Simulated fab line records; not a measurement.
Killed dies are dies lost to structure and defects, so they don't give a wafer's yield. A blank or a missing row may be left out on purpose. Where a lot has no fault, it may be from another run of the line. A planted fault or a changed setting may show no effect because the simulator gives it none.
Split-lot experiment || flow rit-cmos || on a route of 202 steps: 5 lots, 23 wafers read

== THE SPLIT ITSELF ==
At RIT_M1_SPUTTER_00 (material Al, target thk 400 nm, time 500 s), the setting time-s was moved away from the recipe's 500 s on 6 of the 23 wafers read, by -13.2% to -9.8%. All remaining wafers had this setting at the recipe value.

== THE PATH FROM SPLIT TO READING: the file shows 1 step between them ==
- RIT_M1_RS_MEAS_01: measures by four-point-probe

== THE READING ==
M1_AL_THK, in nm, at RIT_M1_THK_MEAS_02 (measures by xrf). Fault-free wafers of this fab line usually give 403 nm, standard deviation 5.2 nm.

{"wafer": "L074.1", "tool, chamber at the split": "pvd-sputter-01, -", "time-s as run, s": 500, "against the recipe": "recipe", "M1_AL_THK, nm": 408, "against lot-mates on the recipe": "-"}
{"wafer": "L074.2", "tool, chamber at the split": "pvd-sputter-01, -", "time-s as run, s": 500, "against the recipe": "recipe", "M1_AL_THK, nm": 403, "against lot-mates on the recipe": "-"}
{"wafer": "L074.3", "tool, chamber at the split": "pvd-sputter-01, -", "time-s as run, s": 500, "against the recipe": "recipe", "M1_AL_THK, nm": 399, "against lot-mates on the recipe": "-"}
{"wafer": "L074.4", "tool, chamber at the split": "pvd-sputter-01, -", "time-s as run, s": 500, "against the recipe": "recipe", "M1_AL_THK, nm": 405, "against lot-mates on the recipe": "-"}
{"wafer": "L074.5", "tool, chamber at the split": "pvd-sputter-01, -", "time-s as run, s": 500, "against the recipe": "recipe", "M1_AL_THK, nm": 403, "against lot-mates on the recipe": "-"}
{"wafer": "L078.1", "tool, chamber at the split": "pvd-sputter-01, -", "time-s as run, s": 500, "against the recipe": "recipe", "M1_AL_THK, nm": 401, "against lot-mates on the recipe": "-"}
{"wafer": "L078.2", "tool, chamber at the split": "pvd-sputter-01, -", "time-s as run, s": 434, "against the recipe": "-13.2%", "M1_AL_THK, nm": 352, "against lot-mates on the recipe": -48}
{"wafer": "L078.3", "tool, chamber at the split": "pvd-sputter-01, -", "time-s as run, s": 434, "against the recipe": "-13.2%", "M1_AL_THK, nm": 353, "against lot-mates on the recipe": -48}
{"wafer": "L078.5", "tool, chamber at the split": "pvd-sputter-01, -", "time-s as run, s": 500, "against the recipe": "recipe", "M1_AL_THK, nm": 400, "against lot-mates on the recipe": "-"}
{"wafer": "L078.6", "tool, chamber at the split": "pvd-sputter-01, -", "time-s as run, s": 434, "against the recipe": "-13.2%", "M1_AL_THK, nm": 355, "against lot-mates on the recipe": -46}
{"wafer": "L079.2", "tool, chamber at the split": "pvd-sputter-02, -", "time-s as run, s": 500, "against the recipe": "recipe", "M1_AL_THK, nm": 401, "against lot-mates on the recipe": "-"}
{"wafer": "L079.3", "tool, chamber at the split": "pvd-sputter-02, -", "time-s as run, s": 500, "against the recipe": "recipe", "M1_AL_THK, nm": 397, "against lot-mates on the recipe": "-"}
{"wafer": "L079.4", "tool, chamber at the split": "pvd-sputter-02, -", "time-s as run, s": 500, "against the recipe": "recipe", "M1_AL_THK, nm": 406, "against lot-mates on the recipe": "-"}
{"wafer": "L079.5", "tool, chamber at the split": "pvd-sputter-02, -", "time-s as run, s": 500, "against the recipe": "recipe", "M1_AL_THK, nm": 408, "against lot-mates on the recipe": "-"}
{"wafer": "L079.6", "tool, chamber at the split": "pvd-sputter-02, -", "time-s as run, s": 500, "against the recipe": "recipe", "M1_AL_THK, nm": 401, "against lot-mates on the recipe": "-"}
{"wafer": "L084.1", "tool, chamber at the split": "pvd-sputter-01, -", "time-s as run, s": 451.1, "against the recipe": "-9.8%", "M1_AL_THK, nm": 363, "against lot-mates on the recipe": -40}
{"wafer": "L084.2", "tool, chamber at the split": "pvd-sputter-01, -", "time-s as run, s": 500, "against the recipe": "recipe", "M1_AL_THK, nm": 401, "against lot-mates on the recipe": "-"}
{"wafer": "L084.3", "tool, chamber at the split": "pvd-sputter-01, -", "time-s as run, s": 500, "against the recipe": "recipe", "M1_AL_THK, nm": 404, "against lot-mates on the recipe": "-"}
{"wafer": "L084.5", "tool, chamber at the split": "pvd-sputter-01, -", "time-s as run, s": 451.1, "against the recipe": "-9.8%", "M1_AL_THK, nm": 360, "against lot-mates on the recipe": -42}
{"wafer": "L084.6", "tool, chamber at the split": "pvd-sputter-01, -", "time-s as run, s": 451.1, "against the recipe": "-9.8%", "M1_AL_THK, nm": 365, "against lot-mates on the recipe": -38}
{"wafer": "L085.2", "tool, chamber at the split": "pvd-sputter-02, -", "time-s as run, s": 500, "against the recipe": "recipe", "M1_AL_THK, nm": 405, "against lot-mates on the recipe": "-"}
{"wafer": "L085.4", "tool, chamber at the split": "pvd-sputter-02, -", "time-s as run, s": 500, "against the recipe": "recipe", "M1_AL_THK, nm": 399, "against lot-mates on the recipe": "-"}
{"wafer": "L085.5", "tool, chamber at the split": "pvd-sputter-02, -", "time-s as run, s": 500, "against the recipe": "recipe", "M1_AL_THK, nm": 405, "against lot-mates on the recipe": "-"}

THE FIT
A straight line over all 23 wafers: M1_AL_THK changes by +3.86 nm for each +1% of time-s; r = +0.99; the points scatter about the line by 3.1 nm.
The same after taking each lot's own level away (the mean of its wafers on the recipe; 23 wafers): +3.74 nm for each +1%; r = +0.99; scatter 3.2 nm.
According to that fit, moving time-s by its largest amount changes the reading by 49 nm.
Measured against the standard deviation above, the lots' own levels, which go from 400.5 to 403.6 nm, span 0.6 times it.
The two slopes agree, so the slope changes little with the lot-to-lot level.
Check: -49.8 nm against its lot-mates is what the line predicts for one of the wafers moved furthest among these (-13.2%) when that wafer is left out of the fit. Against them it came out at -48.5 nm.

== OTHER SPLITS APPLIED TO THESE WAFERS ==
Other splits were also applied to these wafers ahead of the reading. Each is held against what the fit with the lots' levels taken away leaves over:
{"other split on the same wafers": "RIT_PLDD_IMPLANT_08 dose-cm2", "wafers away from the commonest value": 8, "r with M1_AL_THK (lot level and that fit taken away)": "+0.21"}
{"other split on the same wafers": "RIT_SPACER_CVD_03 temp-c", "wafers away from the commonest value": 5, "r with M1_AL_THK (lot level and that fit taken away)": "+0.25"}
{"other split on the same wafers": "RIT_NSD_IMPLANT_08 energy-kev", "wafers away from the commonest value": 9, "r with M1_AL_THK (lot level and that fit taken away)": "+0.21"}
{"other split on the same wafers": "RIT_SDANNEAL_CLEAN_01 time-s", "wafers away from the commonest value": 5, "r with M1_AL_THK (lot level and that fit taken away)": -0.02}
{"other split on the same wafers": "RIT_CONTACT_EXPOSE_05 dose-mj", "wafers away from the commonest value": 4, "r with M1_AL_THK (lot level and that fit taken away)": -0.32}

== THE WHOLE CHAIN: every reading that the file lists as answering this split, in the file's order ==
{"step": "RIT_M1_SPUTTER_00", "what it does": "material Al, target thk 400 nm, time 500 s", "reading": "Al_of_M1_SPUTTER_00.thk-nm (the simulator's own value, which no gauge read)", "change (the file's fit)": "+3.74 nm for each +1% of the setting", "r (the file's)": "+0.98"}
{"step": "RIT_M1_RS_MEAS_01", "what it does": "measures by four-point-probe", "reading": "M1_AL_RS", "change (the file's fit)": "-0.00079 for each +1% of the setting", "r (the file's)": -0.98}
{"step": "RIT_M1_THK_MEAS_02", "what it does": "measures by xrf", "reading": "M1_AL_THK", "change (the file's fit)": "+3.78 for each +1% of the setting", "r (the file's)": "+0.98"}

== FILE'S OWN FIT ==
M1_AL_THK changes by +3.78 nm for each +1% of time-s, r = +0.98.
